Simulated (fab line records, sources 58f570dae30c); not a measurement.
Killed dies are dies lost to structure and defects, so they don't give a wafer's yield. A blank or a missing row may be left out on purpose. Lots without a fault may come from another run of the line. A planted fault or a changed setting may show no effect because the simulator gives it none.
Which tool did it? | flow berkeley_cmos170 | 13 lots, 39 wafers sampled, at 6 steps of a route of 331

WHAT THE GAUGES READ, wafer by wafer
UCB170_PLDD_TW_MEAS_11.
lot  | measured     | on            | PLDD_TW
L286 | day 6 07:59  | film_metro-03 | 1002 996 1008
L287 | day 6 08:27  | film_metro-01 | 1003 998 1003
L289 | day 6 17:53  | film_metro-01 | 1000 1002 996
L290 | day 7 02:04  | film_metro-03 | 1008 1009 1012
L293 | day 7 09:17  | film_metro-01 | 994 1000 1000
L299 | day 9 04:27  | film_metro-01 | 1005 1009 999
L301 | day 9 09:00  | film_metro-03 | 996 999 1003
L303 | day 9 17:58  | film_metro-02 | 1014 1008 1010
L302 | day 9 18:12  | film_metro-01 | 1001 999 1009
L305 | day 9 22:43  | film_metro-02 | 1012 1013 1015
L304 | day 9 22:53  | film_metro-03 | 998 999 994
L308 | day 10 14:04 | film_metro-01 | 1004 1004 1003
L309 | day 10 20:35 | film_metro-02 | 1014 1011 1008

UCB170_NSD_TW_MEAS_10.
lot  | measured     | on            | NSD_TW
L286 | day 6 19:16  | film_metro-01 | 4182 4153 4170
L287 | day 6 19:48  | film_metro-03 | 4167 4177 4149
L289 | day 7 03:41  | film_metro-02 | 4194 4202 4193
L290 | day 7 13:32  | film_metro-03 | 4158 4180 4162
L293 | day 7 20:34  | film_metro-01 | 30 30 30
L299 | day 9 15:24  | film_metro-02 | 4228 4225 4203
L301 | day 9 19:24  | film_metro-02 | 4187 4200 4216
L303 | day 10 03:27 | film_metro-01 | 4162 4182 4163
L302 | day 10 03:04 | film_metro-01 | 4169 4155 4147
L305 | day 10 08:34 | film_metro-02 | 4201 4198 4169
L304 | day 10 08:53 | film_metro-01 | 4145 4155 4141
L308 | day 11 00:37 | film_metro-02 | 4206 4212 4205
L309 | day 11 05:37 | film_metro-01 | 4137 4151 4148

WHICH TOOL RAN EACH LOT (tool, then ch and the chambers of the sampled wafers, then the start)
lot  | UCB170_PLDD_STRIP_10                 | UCB170_SPACER_ETCHBACK_03          | UCB170_PSD_STRIP_09                  | UCB170_NSD_STRIP_09
L286 | plasma_asher-02 ch 0,1, day 6 07:54  | rie_diel-02 ch 0,2,3, day 6 15:30  | plasma_asher-01 ch 0,1, day 6 16:53  | plasma_asher-03 ch 0,1, day 6 19:11
L287 | plasma_asher-03 ch 0,1, day 6 08:20  | rie_diel-01 ch 0,3, day 6 15:30    | plasma_asher-04 ch 0,1, day 6 17:22  | plasma_asher-03 ch 0,1, day 6 19:41
L289 | plasma_asher-02 ch 0,1, day 6 17:47  | rie_diel-01 ch 1,3, day 7 00:02    | plasma_asher-02 ch 0,1, day 7 01:16  | plasma_asher-03 ch 0,1, day 7 03:35
L290 | plasma_asher-03 ch 0,1, day 7 01:58  | rie_diel-01 ch 0,1,3, day 7 10:04  | plasma_asher-02 ch 0,1, day 7 11:49  | plasma_asher-04 ch 0,1, day 7 13:26
L293 | plasma_asher-02 ch 0,1, day 7 09:11  | rie_diel-02 ch 0,1,2, day 7 16:03  | plasma_asher-02 ch 0,1, day 7 17:17  | plasma_asher-04 ch 0,1, day 7 20:28
L299 | plasma_asher-02 ch 0,1, day 9 04:21  | rie_diel-01 ch 0,2,3, day 9 11:31  | plasma_asher-04 ch 0,1, day 9 13:03  | plasma_asher-01 ch 0,1, day 9 15:18
L301 | plasma_asher-01 ch 0,1, day 9 08:54  | rie_diel-01 ch 0,1,2, day 9 15:40  | plasma_asher-01 ch 0,1, day 9 17:21  | plasma_asher-03 ch 0,1, day 9 19:18
L303 | plasma_asher-03 ch 0,1, day 9 17:52  | rie_diel-02 ch 0,1, day 10 00:05   | plasma_asher-02 ch 0,1, day 10 01:40 | plasma_asher-03 ch 0,1, day 10 03:21
L302 | plasma_asher-01 ch 0,1, day 9 18:06  | rie_diel-01 ch 0,1,3, day 10 00:05 | plasma_asher-01 ch 0,1, day 10 01:25 | plasma_asher-01 ch 0,1, day 10 02:58
L305 | plasma_asher-01 ch 0,1, day 9 22:37  | rie_diel-01 ch 0,2,3, day 10 05:32 | plasma_asher-04 ch 0,1, day 10 06:58 | plasma_asher-03 ch 0,1, day 10 08:28
L304 | plasma_asher-03 ch 0,1, day 9 22:47  | rie_diel-02 ch 0,1,3, day 10 05:32 | plasma_asher-02 ch 0,1, day 10 07:05 | plasma_asher-04 ch 0,1, day 10 08:47
L308 | plasma_asher-02 ch 0,1, day 10 13:58 | rie_diel-02 ch 0,1,2, day 10 20:44 | plasma_asher-04 ch 0,1, day 10 22:28 | plasma_asher-04 ch 0,1, day 11 00:31
L309 | plasma_asher-01 ch 0,1, day 10 20:30 | rie_diel-01 ch 0,3, day 11 02:06   | plasma_asher-04 ch 0,1, day 11 03:31 | plasma_asher-01 ch 0,1, day 11 05:31
- UCB170_PLDD_STRIP_10: strips in O2.
- UCB170_SPACER_ETCHBACK_03: etches SiO2 in CHF3/CF4/Ar, stops on Si, target depth 376 nm, time 100 s.
- UCB170_PSD_STRIP_09: strips in O2.
- UCB170_NSD_STRIP_09: strips in O2.

WHAT THE TOOLS THEMSELVES READ (means of the sampled wafers that have a number; where no wafer has one, the mark that the record gives instead)
UCB170_PLDD_STRIP_10.
lot  | tool            | drypump_motor_current_A (A) | oes_product_au (a.u.) | strip_time_to_endpoint_s (s)
L286 | plasma_asher-02 | 5.74                        | 0.738                 | 21.59
L287 | plasma_asher-03 | 5.59                        | 0.737                 | 21.69
L289 | plasma_asher-02 | 5.69                        | 0.736                 | 21.58
L290 | plasma_asher-03 | 5.72                        | 0.734                 | 21.62
L293 | plasma_asher-02 | 5.72                        | 0.732                 | 21.64
L299 | plasma_asher-02 | 5.73                        | 0.733                 | 21.62
L301 | plasma_asher-01 | 5.89                        | 0.737                 | 21.67
L303 | plasma_asher-03 | 5.60                        | 0.732                 | 21.65
L302 | plasma_asher-01 | 5.87                        | 0.734                 | 21.49
L305 | plasma_asher-01 | 5.86                        | 0.731                 | 21.74
L304 | plasma_asher-03 | 5.71                        | 0.735                 | 21.69
L308 | plasma_asher-02 | 5.70                        | 0.733                 | 21.68
L309 | plasma_asher-01 | 5.86                        | 0.734                 | 21.73

UCB170_SPACER_ETCHBACK_03.
lot  | tool        | cf4_flow_sccm (sccm) | drypump_motor_current_A (A) | oes_product_au (a.u.) | throttle_valve_pct (%)
L286 | rie_diel-02 | 9.985                | 5.5                         | 0.897                 | 6.50
L287 | rie_diel-01 | 9.995                | 5.3                         | 0.887                 | 6.47
L289 | rie_diel-01 | 9.999                | 5.2                         | 0.886                 | 6.49
L290 | rie_diel-01 | 9.986                | 5.2                         | 0.879                 | 6.52
L293 | rie_diel-02 | 9.987                | 6.0                         | 0.888                 | 6.49
L299 | rie_diel-01 | 10.010               | 5.3                         | 0.900                 | 6.50
L301 | rie_diel-01 | 9.991                | 5.4                         | 0.890                 | 6.61
L303 | rie_diel-02 | 10.008               | 6.1                         | 0.915                 | 6.51
L302 | rie_diel-01 | 9.989                | 5.3                         | 0.908                 | 6.53
L305 | rie_diel-01 | 10.010               | 5.3                         | 0.896                 | 6.51
L304 | rie_diel-02 | 9.981                | 5.7                         | 0.906                 | 6.51
L308 | rie_diel-02 | 10.014               | 6.0                         | 0.927                 | 6.50
L309 | rie_diel-01 | 10.000               | 5.3                         | 0.889                 | 6.48

UCB170_PSD_STRIP_09.
lot  | tool            | drypump_motor_current_A (A) | oes_product_au (a.u.) | strip_time_to_endpoint_s (s)
L286 | plasma_asher-01 | 5.86                        | 0.602                 | 29.43
L287 | plasma_asher-04 | 5.85                        | 0.600                 | 29.36
L289 | plasma_asher-02 | 5.68                        | 0.603                 | 29.40
L290 | plasma_asher-02 | 5.68                        | 0.595                 | 29.44
L293 | plasma_asher-02 | 5.73                        | 0.443                 | -
L299 | plasma_asher-04 | 5.89                        | 0.603                 | 29.40
L301 | plasma_asher-01 | 5.89                        | 0.601                 | 29.47
L303 | plasma_asher-02 | 5.67                        | 0.602                 | 29.56
L302 | plasma_asher-01 | 5.87                        | 0.599                 | 29.43
L305 | plasma_asher-04 | 5.81                        | 0.602                 | 29.42
L304 | plasma_asher-02 | 5.74                        | 0.600                 | 29.49
L308 | plasma_asher-04 | 5.88                        | 0.601                 | 29.38
L309 | plasma_asher-04 | 5.87                        | 0.596                 | 29.40

UCB170_NSD_STRIP_09.
lot  | tool            | drypump_motor_current_A (A) | oes_product_au (a.u.) | strip_time_to_endpoint_s (s)
L286 | plasma_asher-03 | 5.61                        | 0.530                 | 35.74
L287 | plasma_asher-03 | 5.57                        | 0.534                 | 35.75
L289 | plasma_asher-03 | 5.60                        | 0.532                 | 35.93
L290 | plasma_asher-04 | 5.88                        | 0.532                 | 35.76
L293 | plasma_asher-04 | 5.90                        | 0.611                 | 56.12
L299 | plasma_asher-01 | 5.88                        | 0.536                 | 35.67
L301 | plasma_asher-03 | 5.57                        | 0.533                 | 35.80
L303 | plasma_asher-03 | 5.74                        | 0.535                 | 35.86
L302 | plasma_asher-01 | 5.86                        | 0.534                 | 35.99
L305 | plasma_asher-03 | 5.58                        | 0.536                 | 35.85
L304 | plasma_asher-04 | 5.87                        | 0.537                 | 35.86
L308 | plasma_asher-04 | 5.83                        | 0.530                 | 35.85
L309 | plasma_asher-01 | 5.86                        | 0.534                 | 35.86

THE ANSWER, worked out from the rows above alone
Rule: what is usual is taken from the lots themselves. Put in order of their means at a reading, lots are off if they are a third of the lots or fewer, leave a main group of 4 or more, and stand apart from it by a gap of 3 or more times the standard deviation of the main group's means; of several such gaps the widest counts. A main group whose means are all the same, to the digits that the tables above print for the reading, isn't used. A lot without any number at a reading at which 4 lots or more have one is off too. The other lots that the step has rows for count as sound. The gauges are gone through in route order, then the tools' own readings, and for those a lot's mean is taken as printed above. The first step at which some lot is off is used, and at that step the reading that is off furthest; a lot without a number counts as furthest.
Off: L293, at UCB170_NSD_TW_MEAS_10 (NSD_TW). The main group: mean 4178, standard deviation 23.
A tool fits if, at a process step before that reading, it ran every lot that is off, and no sound lot after the first of them. The gauges at UCB170_NSD_TW_MEAS_10 aren't tried: what is off there is off at UCB170_PSD_STRIP_09 too, on other tools, and a gauge's error can't cause that. None of those tried fits.

WHAT THE SIMULATOR HAD PUT IN
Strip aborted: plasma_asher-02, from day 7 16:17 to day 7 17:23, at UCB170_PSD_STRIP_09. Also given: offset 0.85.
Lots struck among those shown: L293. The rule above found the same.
